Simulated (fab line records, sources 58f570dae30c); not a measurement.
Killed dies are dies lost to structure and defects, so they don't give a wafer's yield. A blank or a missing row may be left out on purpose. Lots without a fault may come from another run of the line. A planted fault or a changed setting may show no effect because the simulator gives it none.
Which tool did it? | flow berkeley_cmos170 | 14 lots, 42 wafers sampled, at 2 steps of a route of 331

WHAT THE GAUGES READ, wafer by wafer
UCB170_PWELL_THK_MEAS_06. Usual: PWELL_NITRIDE_THK 218.8 nm, standard deviation 1.7.
lot  | measured    | on            | PWELL_NITRIDE_THK (nm) | flag
L190 | day 3 11:55 | film_metro-04 | 220.1 220.5 222.7      |
L191 | day 3 11:55 | film_metro-02 | 217.9 218.8 219.0      |
L189 | day 3 11:58 | film_metro-03 | 218.6 218.3 217.4      |
L192 | day 3 21:47 | film_metro-04 | 220.4 219.6 219.2      |
L193 | day 4 05:13 | film_metro-03 | 218.1 216.1 219.2      |
L194 | day 4 10:42 | film_metro-02 | 220.9 218.9 219.0      |
L195 | day 4 15:15 | film_metro-03 | 218.6 220.7 220.4      |
L198 | day 5 02:49 | film_metro-02 | 218.9 218.5 218.3      |
L200 | day 5 16:31 | film_metro-02 | 220.0 217.7 218.4      |
L201 | day 6 01:36 | film_metro-04 | 219.7 217.6 218.1      |
L204 | day 6 19:02 | film_metro-04 | 220.4 220.3 219.8      |
L207 | day 7 03:44 | film_metro-03 | 217.2 219.1 218.9      |
L210 | day 7 16:20 | film_metro-02 | 219.2 221.1 219.3      |
L212 | day 7 23:09 | film_metro-02 | 221.0 223.7 222.9      |

UCB170_PFIELD_OVL_MEAS_06. Usual: PFIELD_OVL -2 nm, standard deviation 5.8.
lot  | measured    | on         | PFIELD_OVL (nm) | flag
L190 | day 5 03:52 | overlay-02 | -1 -1 -8        |
L191 | day 5 03:20 | overlay-02 | 0 -4 -4         |
L189 | day 5 04:10 | overlay-01 | -5 -8 -6        |
L192 | day 5 19:16 | overlay-01 | 2 -2 -7         |
L193 | day 5 19:32 | overlay-01 | 3 2 -5          |
L194 | day 6 10:13 | overlay-02 | 8 3 1           |
L195 | day 6 10:02 | overlay-02 | 3 -3 -3         |
L198 | day 6 20:35 | overlay-02 | -4 -2 0         |
L200 | day 7 05:55 | overlay-01 | -8 -3 -6        |
L201 | day 7 09:05 | overlay-02 | 7 6 9           |
L204 | day 8 06:28 | overlay-02 | 0 1 -4          |
L207 | day 8 17:30 | overlay-02 | 3 -8 2          |
L210 | day 9 06:32 | overlay-02 | 0 4 -2          |
L212 | day 9 06:18 | overlay-02 | -12 -6 -9       |

WHICH TOOL RAN EACH LOT (tool, then ch and the chambers of the sampled wafers, then the start)
The record holds no process step before these readings.

WHAT THE TOOLS THEMSELVES READ (means of the sampled wafers that have a number; where no wafer has one, the mark that the record gives instead)
The record holds no such reading with a usual standard deviation.

THE ANSWER, worked out from the rows above alone
Rule: a lot is off if the mean of its wafers that have a number lies more than 3 standard deviations from the usual mean. A lot without any number at a reading at which 4 lots or more have one is off too. The other lots that the step has rows for count as sound. The gauges are gone through in route order, then the tools' own readings, and for those a lot's mean is taken as printed above. The first step at which some lot is off is used, and at that step the reading that is off furthest; a lot without a number counts as furthest.
No lot is off at any reading shown: from this, nothing can be told.

WHAT THE SIMULATOR HAD PUT IN
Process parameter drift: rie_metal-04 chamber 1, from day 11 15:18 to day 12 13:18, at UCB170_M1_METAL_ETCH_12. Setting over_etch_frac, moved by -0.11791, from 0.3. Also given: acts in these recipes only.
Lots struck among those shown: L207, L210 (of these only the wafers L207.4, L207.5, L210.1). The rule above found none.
